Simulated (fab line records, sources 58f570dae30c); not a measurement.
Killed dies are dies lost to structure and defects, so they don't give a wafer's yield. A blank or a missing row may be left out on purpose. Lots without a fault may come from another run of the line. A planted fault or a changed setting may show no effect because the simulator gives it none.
One fault seen from 2 desks | flow berkeley_cmos170 | each desk has only its own numbers; what lay behind them comes last

THE METROLOGY DESK
What the gauges read, lot by lot, whatever tool the lot ran on: means of the sampled wafers that have a number. A lot is out of limits, marked OUT, if its mean lies more than 4 standard deviations from the usual mean; the brackets give that distance.
Columns: A = cd_nm at UCB170_PLDD_CD_MEAS_06, usual 1200.2 nm; B = NSD_OVL at UCB170_NSD_OVL_MEAS_07, usual 3 nm; C = M1_AL_RS at UCB170_M1_RS_MEAS_01, usual 0.0484 ohm/sq; D = M1_AL_THK at UCB170_M1_THK_MEAS_02, usual 593 nm; E = cd_nm at UCB170_M1_CD_MEAS_90, usual 699.4 nm
lot  | first seen here | A      | B  | C      | D              | E
L390 | day 7 08:08     | 1202.1 | 12 | 0.0484 | 595            | 700.9
L393 | day 7 17:01     | 1201.6 | 3  | 0.0481 | 595            | 703.4
L392 | day 7 17:14     | 1202.5 | 3  | 0.0493 | 582            | 698.8
L394 | day 8 01:11     | 1201.0 | -4 | 0.0474 | 605            | 700.8
L398 | day 8 11:36     | 1200.3 | 9  | 0.0480 | 597            | 699.7
L396 | day 8 12:09     | 1200.8 | 9  | 0.0465 | 618            | 698.6
L400 | day 9 02:38     | 1200.1 | 1  | 0.0465 | 622 (+4.3) OUT | 700.0
L405 | day 10 02:35    | 1198.1 | 4  | 0.0478 | 602            | 702.7
L404 | day 10 02:51    | 1198.5 | -1 | 0.0489 | 582            | 699.1
L410 | day 11 01:47    | 1201.0 | 5  | 0.0483 | 595            | 700.2
L407 | day 11 02:03    | 1197.1 | 4  | 0.0479 | 594            | 701.6
L413 | day 12 05:37    | 1201.2 | -2 | 0.0482 | 593            | 699.8
L411 | day 12 05:57    | 1199.6 | 3  | 0.0483 | 600            | 698.5
L412 | day 12 06:31    | 1202.4 | 7  | 0.0486 | 593            | 695.3
This desk's finding: out of limits on L400; first on L400, day 10 00:43 (M1_AL_THK at UCB170_M1_THK_MEAS_02). In limits: L390, L393, L392, L394, L398, L396, L405, L404, L410, L407, L413, L411, L412.

THE TOOL OWNER'S DESK: pvd_sputter-03
The tool's own readings at UCB170_M1_SPUTTER_00 (material Al, target thk 600 nm, time 80 s): means of the sampled wafers that have a number, for each lot that ran on this tool. A lot is out of limits, marked OUT, if its mean lies more than 4 standard deviations from the usual mean; the brackets give that distance.
Columns: A = throttle_valve_pct at UCB170_M1_SPUTTER_00, usual 30.2 %
lot  | first seen here | A
L392 | day 8 15:47     | 30.6
L396 | day 9 09:10     | 30.2
L400 | day 10 00:32    | 30.6
L410 | day 12 01:33    | 30.4
L407 | day 12 05:24    | 30.3
L411 | day 13 02:07    | 30.8
This desk's finding: nothing out of limits on any of the 6 lots.

PUT TOGETHER
The metrology desk could have raised an alarm at day 10 00:43, on L400.
The tool owner's desk saw nothing out of limits.
The tool owner's desk has L400 on record, within its limits.
Of the lots named, all ran UCB170_M1_SPUTTER_00 on pvd_sputter-03.

WHAT THE SIMULATOR HAD PUT IN
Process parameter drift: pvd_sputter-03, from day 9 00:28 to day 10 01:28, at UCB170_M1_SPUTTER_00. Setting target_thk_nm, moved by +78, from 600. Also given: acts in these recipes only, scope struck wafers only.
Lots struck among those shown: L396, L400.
Hours from the fault's start to each desk's first reading out of limits: the metrology desk, 24.
